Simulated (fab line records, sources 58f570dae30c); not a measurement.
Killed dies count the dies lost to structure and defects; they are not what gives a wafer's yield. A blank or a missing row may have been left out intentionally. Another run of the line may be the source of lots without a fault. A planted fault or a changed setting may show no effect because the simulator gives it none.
Problem report, 8D (eight disciplines) form, completed by code	flow berkeley-cmos170	the parts of the form that need people (team, actions taken, sign-off) are left out

1. THE PROBLEM
o2-flow-sccm at UCB170_ZERO_STRIP_07 reads a mean of 320.6 sccm on 6 wafers of 2 lots; wafers without a fault read 399.8 sccm with a standard deviation of 1.1. Relative to the usual mean, that is a shift of -72 standard deviations.
The step: strips in O2.
Seen first at day 2 19:05 on plasma-asher-04, wafer L101.2. The record holds 42 wafers of 14 lots with a number at this step. By rule, "out" or "out of limits" means more than 4 standard deviations away from the usual mean. The other wafers with a number count as sound.

2. WHAT IT IS AND WHAT IT IS NOT
question	is	is not
which readings at this step	o2-flow-sccm, strip-time-to-endpoint-s	drypump-motor-current-A
which lots	L101, L103	L100, L109, L111, L112, L113, L114, L116, L119, L996, L997, L998, L999
which wafers of those lots	all that have a number	-
read on which tools	plasma-asher-04	plasma-asher-01, plasma-asher-03
when	from day 2 19:05	up to then (15 sound wafers); but 21 sound wafers of L109, L111, L112, L113, L114, L116, L119 came after

3. SUSPECTS, AND WHAT RULES EACH OUT
Counting: a tool at a process step up to the reading stays a suspect if it ran every lot that is out and no sound lot after the first of them.
- plasma-asher-04 at UCB170_ZERO_STRIP_07 (strips in O2): kept. All lots that are out passed through it, beginning with L101 at day 2 19:05, and no sound lot followed; its final sound lot before that point was L999 at day 2 15:35. Its own o2-flow-sccm, strip-time-to-endpoint-s readings are out on those wafers.
Remaining after the count: plasma-asher-04 at UCB170_ZERO_STRIP_07.

4. THE CAUSE (what the simulator had put in)
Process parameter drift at UCB170_ZERO_STRIP_07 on plasma-asher-04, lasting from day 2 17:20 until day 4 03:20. The setting o2-flow-sccm was moved by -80, starting from 400. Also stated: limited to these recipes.
The count eliminated every tool but this one.

5. THE CHAIN OF EFFECTS, in route order
One row per reading whose mean, taken over the struck wafers that have a number, lies over 3 standard deviations from the usual. Only readings whose record carries a usual standard deviation are examined. hours: median over the lots of the time between each lot's start at the first step of this table that gives one and its start at this step. sigmas: the change, counted in usual standard deviations.
hours	step	reading	usual	on struck wafers	change	sigmas
0	UCB170_ZERO_STRIP_07	o2-flow-sccm	399.8 sccm	320.6	-79.2	-72
0	UCB170_ZERO_STRIP_07	oes-product-au	0.727 a.u.	0.710	-0.017	-4.6
0	UCB170_ZERO_STRIP_07	strip-time-to-endpoint-s	21.47 s	22.16	+0.70	+11
Its process steps:
- UCB170_ZERO_STRIP_07: strips in O2.
At these later measuring or inspecting steps, every struck wafer for which the step has a row has a number for every such reading, and none has moved that far: UCB170_ACTIVE_CD_MEAS_13, UCB170_NVT_OVL_MEAS_06, UCB170_NVT_TW_MEAS_09.

6. HOW IT WOULD HAVE BEEN CAUGHT EARLIER
2 hours passed between the start of the fault at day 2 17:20 and the first reading out of limits in this record, taken at day 2 19:05.
